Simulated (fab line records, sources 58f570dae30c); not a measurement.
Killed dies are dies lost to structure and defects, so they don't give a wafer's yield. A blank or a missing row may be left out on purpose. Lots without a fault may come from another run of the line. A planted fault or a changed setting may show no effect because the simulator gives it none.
Which tool did it? | flow berkeley_cmos170 | 14 lots, 42 wafers sampled, at 5 steps of a route of 331

WHAT THE GAUGES READ, wafer by wafer
UCB170_CONTACT_CD_MEAS_15: target cd 700 nm. Usual: cd_nm 699.9 nm, standard deviation 1.5.
lot  | measured     | on        | cd_nm (nm)        | flag
L280 | day 6 16:38  | cd_sem-02 | 699.0 699.6 699.4 |
L279 | day 6 16:58  | cd_sem-01 | 700.9 700.6 700.7 |
L283 | day 7 08:38  | cd_sem-02 | 699.8 701.5 700.8 |
L282 | day 7 09:07  | cd_sem-01 | 702.6 701.4 702.8 |
L281 | day 7 09:20  | cd_sem-01 | 699.9 699.7 700.5 |
L288 | day 9 03:35  | cd_sem-01 | 700.2 699.4 700.6 |
L290 | day 9 04:48  | cd_sem-01 | 700.9 700.6 700.8 |
L293 | day 9 20:01  | cd_sem-01 | 698.9 701.0 700.1 |
L291 | day 9 20:20  | cd_sem-02 | 700.6 699.8 698.9 |
L298 | day 10 20:56 | cd_sem-02 | 698.6 697.7 698.8 |
L297 | day 10 20:59 | cd_sem-01 | 698.6 700.2 700.4 |
L295 | day 10 21:13 | cd_sem-02 | 696.0 696.3 696.7 |
L299 | day 11 10:38 | cd_sem-02 | 699.3 700.1 699.7 |
L302 | day 11 14:53 | cd_sem-02 | 698.0 697.9 697.8 |

UCB170_M1_CD_MEAS_90: target cd 700 nm. Usual: cd_nm 699.9 nm, standard deviation 2.3.
lot  | measured     | on        | cd_nm (nm)        | flag
L280 | day 6 20:47  | cd_sem-01 | 701.8 701.1 701.3 |
L279 | day 6 21:05  | cd_sem-02 | 699.1 698.1 701.9 |
L283 | day 7 11:18  | cd_sem-02 | 702.8 705.7 702.0 |
L282 | day 7 12:04  | cd_sem-01 | 699.1 700.8 702.4 |
L281 | day 7 12:19  | cd_sem-02 | 696.0 697.5 696.6 |
L288 | day 9 06:35  | cd_sem-01 | 698.5 701.5 699.1 |
L290 | day 9 07:39  | cd_sem-01 | 697.3 697.1 698.1 |
L293 | day 9 22:28  | cd_sem-01 | 691.2 691.3 698.5 |
L291 | day 9 22:35  | cd_sem-02 | 700.5 697.6 695.8 |
L298 | day 11 00:28 | cd_sem-01 | 703.9 702.2 704.3 |
L297 | day 11 00:05 | cd_sem-01 | 699.7 699.3 700.8 |
L295 | day 11 01:10 | cd_sem-02 | 693.6 702.7 700.3 |
L299 | day 11 12:55 | cd_sem-01 | 700.8 701.3 702.0 |
L302 | day 11 17:22 | cd_sem-01 | 694.5 698.6 696.7 |

WHICH TOOL RAN EACH LOT (tool, then ch and the chambers of the sampled wafers, then the start)
lot  | UCB170_CONTACT_ETCH_18                        | UCB170_M1_METAL_ETCH_12           | UCB170_M1_STRIP_13
L280 | rie_diel-01 ch 0,1, day 6 20:32 or earlier    | rie_metal-04 ch 0,1, day 6 20:32  | plasma_asher-03 ch 0,1, day 6 20:39
L279 | rie_diel-03 ch 0,1,2, day 6 20:46 or earlier  | rie_metal-03 ch 0, day 6 20:46    | plasma_asher-03 ch 0,1, day 6 20:53
L283 | rie_diel-02 ch 1,2,3, day 7 11:03 or earlier  | rie_metal-04 ch 0,1, day 7 11:03  | plasma_asher-03 ch 0,1, day 7 11:11
L282 | rie_diel-03 ch 0,3, day 7 11:50 or earlier    | rie_metal-02 ch 0,1, day 7 11:50  | plasma_asher-03 ch 0,1, day 7 11:58
L281 | rie_diel-01 ch 0,1,2, day 7 12:05 or earlier  | rie_metal-03 ch 0,1, day 7 12:05  | plasma_asher-03 ch 0,1, day 7 12:13
L288 | rie_diel-02 ch 0,2,3, day 9 06:15 or earlier  | rie_metal-03 ch 1, day 9 06:15    | plasma_asher-03 ch 0,1, day 9 06:28
L290 | rie_diel-02 ch 0,2, day 9 07:17 or earlier    | rie_metal-04 ch 1, day 9 07:17    | plasma_asher-01 ch 0, day 9 07:33
L293 | rie_diel-01 ch 1,2,3, day 9 22:14 or earlier  | rie_metal-02 ch 0,1, day 9 22:14  | plasma_asher-03 ch 0,1, day 9 22:22
L291 | rie_diel-03 ch 2,3, day 9 22:20 or earlier    | rie_metal-04 ch 0,1, day 9 22:20  | plasma_asher-01 ch 0,1, day 9 22:29
L298 | rie_diel-01 ch 1,3, day 11 00:05 or earlier   | rie_metal-04 ch 1, day 11 00:05   | plasma_asher-04 ch 0,1, day 11 00:22
L297 | rie_diel-02 ch 1,2, day 10 23:52 or earlier   | rie_metal-03 ch 0,1, day 10 23:52 | plasma_asher-03 ch 0,1, day 10 23:59
L295 | rie_diel-03 ch 0,1,2, day 11 00:56 or earlier | rie_metal-02 ch 0,1, day 11 00:56 | plasma_asher-03 ch 0,1, day 11 01:04
L299 | rie_diel-03 ch 0,1,2, day 11 12:41 or earlier | rie_metal-04 ch 0,1, day 11 12:41 | plasma_asher-03 ch 0,1, day 11 12:49
L302 | rie_diel-02 ch 0,1,3, day 11 17:08 or earlier | rie_metal-04 ch 0,1, day 11 17:08 | plasma_asher-03 ch 0,1, day 11 17:16
- UCB170_CONTACT_ETCH_18: etches PSG in CHF3/CF4/Ar, stops on TiSi2, target depth 840 nm, time 195 s.
- UCB170_M1_METAL_ETCH_12: etches Al in Cl2/BCl3, stops on PSG, target depth 780 nm, time 130 s.
- UCB170_M1_STRIP_13: strips in O2.

WHAT THE TOOLS THEMSELVES READ (means of the sampled wafers that have a number; where no wafer has one, the mark that the record gives instead)
UCB170_CONTACT_ETCH_18. Usual: drypump_motor_current_A 5.6 A, standard deviation 0.38; oes_product_au 0.889 a.u., standard deviation 0.014; throttle_valve_pct 6.95 %, standard deviation 0.14.
lot  | tool        | drypump_motor_current_A (A) | oes_product_au (a.u.) | throttle_valve_pct (%) | flag
L280 | rie_diel-01 | 5.1                         | 0.883                 | 7.06                   |
L279 | rie_diel-03 | 5.9                         | 0.881                 | 6.90                   |
L283 | rie_diel-02 | 5.9                         | 0.881                 | 6.95                   |
L282 | rie_diel-03 | 5.7                         | 0.901                 | 6.78                   |
L281 | rie_diel-01 | 5.1                         | 0.887                 | 7.07                   |
L288 | rie_diel-02 | 5.9                         | 0.888                 | 6.96                   |
L290 | rie_diel-02 | 5.7                         | 0.898                 | 6.92                   |
L293 | rie_diel-01 | 5.3                         | 0.889                 | 7.07                   |
L291 | rie_diel-03 | 5.6                         | 0.896                 | 6.86                   |
L298 | rie_diel-01 | 5.2                         | 0.872                 | 7.08                   |
L297 | rie_diel-02 | 5.9                         | 0.902                 | 7.01                   |
L295 | rie_diel-03 | 5.9                         | 0.873                 | 6.90                   |
L299 | rie_diel-03 | 5.9                         | 0.880                 | 6.90                   |
L302 | rie_diel-02 | 5.9                         | 0.881                 | 6.84                   |

UCB170_M1_METAL_ETCH_12. Usual: bcl3_flow_sccm 45.00 sccm, standard deviation 0.14; drypump_motor_current_A 5.7 A, standard deviation 0.54; oes_product_au 0.854 a.u., standard deviation 0.016; throttle_valve_pct 24.35 %, standard deviation 0.15.
lot  | tool         | bcl3_flow_sccm (sccm) | drypump_motor_current_A (A) | oes_product_au (a.u.) | throttle_valve_pct (%) | flag
L280 | rie_metal-04 | 45.07                 | 6.0                         | 0.842                 | 24.32                  |
L279 | rie_metal-03 | 44.98                 | 6.3                         | 0.856                 | 24.30                  |
L283 | rie_metal-04 | 45.18                 | 5.5                         | 0.832                 | 24.28                  |
L282 | rie_metal-02 | 44.86                 | 5.4                         | 0.868                 | 24.27                  |
L281 | rie_metal-03 | 45.03                 | 6.2                         | 0.860                 | 24.50                  |
L288 | rie_metal-03 | 45.16                 | 6.1                         | 0.859                 | 24.59                  |
L290 | rie_metal-04 | 44.81                 | 5.0                         | 0.845                 | 24.24                  |
L293 | rie_metal-02 | 45.01                 | 5.3                         | 0.863                 | 24.27                  |
L291 | rie_metal-04 | 44.98                 | 5.9                         | 0.839                 | 24.32                  |
L298 | rie_metal-04 | 45.20                 | 5.0                         | 0.835                 | 24.25                  |
L297 | rie_metal-03 | 44.97                 | 6.2                         | 0.854                 | 24.41                  |
L295 | rie_metal-02 | 44.86                 | 5.5                         | 0.883                 | 24.39                  |
L299 | rie_metal-04 | 44.99                 | 5.9                         | 0.845                 | 24.30                  |
L302 | rie_metal-04 | 45.05                 | 5.5                         | 0.845                 | 24.28                  |

UCB170_M1_STRIP_13. Usual: drypump_motor_current_A 5.7 A, standard deviation 0.37; oes_product_au 0.720 a.u., standard deviation 0.0045.
lot  | tool            | drypump_motor_current_A (A) | oes_product_au (a.u.) | flag
L280 | plasma_asher-03 | 5.7                         | 0.722                 |
L279 | plasma_asher-03 | 5.8                         | 0.722                 |
L283 | plasma_asher-03 | 5.7                         | 0.718                 |
L282 | plasma_asher-03 | 5.7                         | 0.723                 |
L281 | plasma_asher-03 | 5.7                         | 0.721                 |
L288 | plasma_asher-03 | 5.7                         | 0.718                 |
L290 | plasma_asher-01 | 5.1                         | 0.724                 |
L293 | plasma_asher-03 | 5.8                         | 0.656                 | OFF
L291 | plasma_asher-01 | 5.2                         | 0.722                 |
L298 | plasma_asher-04 | 6.0                         | 0.721                 |
L297 | plasma_asher-03 | 5.8                         | 0.717                 |
L295 | plasma_asher-03 | 5.8                         | 0.685                 | OFF
L299 | plasma_asher-03 | 5.8                         | 0.720                 |
L302 | plasma_asher-03 | 5.7                         | 0.723                 |

THE ANSWER, worked out from the rows above alone
Rule: a lot is off if the mean of its wafers that have a number lies more than 3 standard deviations from the usual mean. A lot without any number at a reading at which 4 lots or more have one is off too. The other lots that the step has rows for count as sound. The gauges are gone through in route order, then the tools' own readings, and for those a lot's mean is taken as printed above. The first step at which some lot is off is used, and at that step the reading that is off furthest; a lot without a number counts as furthest.
Off: L293, L295, at UCB170_M1_STRIP_13 (oes_product_au).
A tool fits if, at that step or a process step before it, it ran every lot that is off, and no sound lot after the first of them. UCB170_CONTACT_ETCH_18 gives no start for some lots, so the hours and the order of its lots are those of UCB170_M1_METAL_ETCH_12. One fits: rie_metal-02 at UCB170_M1_METAL_ETCH_12. Its last sound lot is L282 (day 7 11:50), its first lot that is off L293 (day 9 22:14): a fault that began between those two fits.

WHAT THE SIMULATOR HAD PUT IN
Process parameter drift: rie_metal-02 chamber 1, from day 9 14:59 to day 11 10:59, at UCB170_M1_METAL_ETCH_12. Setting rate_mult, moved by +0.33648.
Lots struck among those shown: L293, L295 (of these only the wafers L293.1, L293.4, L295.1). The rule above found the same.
